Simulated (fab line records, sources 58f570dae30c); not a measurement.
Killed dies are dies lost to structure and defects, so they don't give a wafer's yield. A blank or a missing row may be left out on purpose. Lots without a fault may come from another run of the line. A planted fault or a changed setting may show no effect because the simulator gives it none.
Which tool did it? | flow berkeley_cmos170 | 14 lots, 42 wafers sampled, at 3 steps of a route of 331

WHAT THE GAUGES READ, wafer by wafer
UCB170_ACTIVE_THK_MEAS_06.
lot  | measured    | on            | ACTIVE_NITRIDE_THK (nm)
L407 | day 4 17:26 | film_metro-03 | 218.7 217.2 216.3
L409 | day 5 17:43 | film_metro-03 | 221.4 218.8 219.5
L412 | day 5 17:45 | film_metro-02 | 220.6 219.5 219.9
L413 | day 5 17:46 | film_metro-03 | 221.4 218.7 220.2
L411 | day 5 17:46 | film_metro-01 | 218.5 217.0 216.1
L414 | day 6 08:14 | film_metro-02 | 219.4 219.3 218.1
L416 | day 6 19:46 | film_metro-02 | 217.3 216.8 216.1
L423 | day 8 04:05 | film_metro-01 | 220.2 219.5 220.3
L426 | day 8 15:58 | film_metro-03 | 221.1 222.4 223.2
L427 | day 8 15:58 | film_metro-02 | 222.6 223.0 223.3
L424 | day 8 15:59 | film_metro-01 | 220.3 221.7 219.5
L425 | day 9 02:18 | film_metro-01 | 222.4 224.1 225.2
L428 | day 9 10:08 | film_metro-03 | 220.0 222.5 222.1
L429 | day 9 20:49 | film_metro-01 | 216.6 216.9 215.1

UCB170_PFIELD_OVL_MEAS_06.
lot  | measured     | on         | PFIELD_OVL (nm)
L407 | day 5 00:04  | overlay-02 | -1 6 7
L409 | day 5 23:35  | overlay-01 | 1 9 3
L412 | day 6 00:02  | overlay-02 | 3 -4 -3
L413 | day 5 23:53  | overlay-02 | -5 -2 4
L411 | day 6 00:10  | overlay-02 | -5 -1 4
L414 | day 6 12:02  | overlay-02 | -4 -1 -5
L416 | day 6 22:17  | overlay-02 | -1 1 -6
L423 | day 8 10:46  | overlay-01 | -9 -7 -9
L426 | day 8 19:37  | overlay-01 | -1 2 -3
L427 | day 8 19:29  | overlay-02 | -5 -8 -3
L424 | day 8 19:04  | overlay-02 | -10 5 -6
L425 | day 9 09:42  | overlay-02 | -2 2 2
L428 | day 9 13:28  | overlay-01 | 0 -4 0
L429 | day 10 02:18 | overlay-02 | -3 -3 2

UCB170_FIELD_THK_MEAS_90.
lot  | measured     | on            | FIELD_OXIDE_LEFT_1_THK (nm)
L407 | day 5 14:26  | film_metro-04 | 443 450 450
L409 | day 6 15:22  | film_metro-03 | 447 446 449
L412 | day 6 15:21  | film_metro-04 | 452 454 458
L413 | day 6 15:22  | film_metro-02 | 448 452 459
L411 | day 6 15:26  | film_metro-02 | 446 440 442
L414 | day 7 07:26  | film_metro-03 | 456 449 450
L416 | day 7 14:59  | film_metro-03 | 454 465 458
L423 | day 9 07:29  | film_metro-04 | 448 447 443
L426 | day 9 13:17  | film_metro-03 | 437 445 446
L427 | day 9 13:17  | film_metro-02 | 432 435 440
L424 | day 9 13:17  | film_metro-04 | 455 451 453
L425 | day 10 05:10 | film_metro-02 | 454 451 448
L428 | day 10 05:10 | film_metro-04 | 438 429 441
L429 | day 10 19:32 | film_metro-04 | 431 424 431

WHICH TOOL RAN EACH LOT (tool, then ch and the chambers of the sampled wafers, then the start)
The record holds no process step before these readings.

WHAT THE TOOLS THEMSELVES READ (means of the sampled wafers that have a number; where no wafer has one, the mark that the record gives instead)
The record holds no such reading with a usual standard deviation.

THE ANSWER, worked out from the rows above alone
Rule: what is usual is taken from the lots themselves. Put in order of their means at a reading, lots are off if they are a third of the lots or fewer, leave a main group of 4 or more, and stand apart from it by a gap of 3 or more times the standard deviation of the main group's means; of several such gaps the widest counts. A main group whose means are all the same, to the digits that the tables above print for the reading, isn't used. A lot without any number at a reading at which 4 lots or more have one is off too. The other lots that the step has rows for count as sound. The gauges are gone through in route order, then the tools' own readings, and for those a lot's mean is taken as printed above. The first step at which some lot is off is used, and at that step the reading that is off furthest; a lot without a number counts as furthest.
No lot is off at any reading shown: from this, nothing can be told.

WHAT THE SIMULATOR HAD PUT IN
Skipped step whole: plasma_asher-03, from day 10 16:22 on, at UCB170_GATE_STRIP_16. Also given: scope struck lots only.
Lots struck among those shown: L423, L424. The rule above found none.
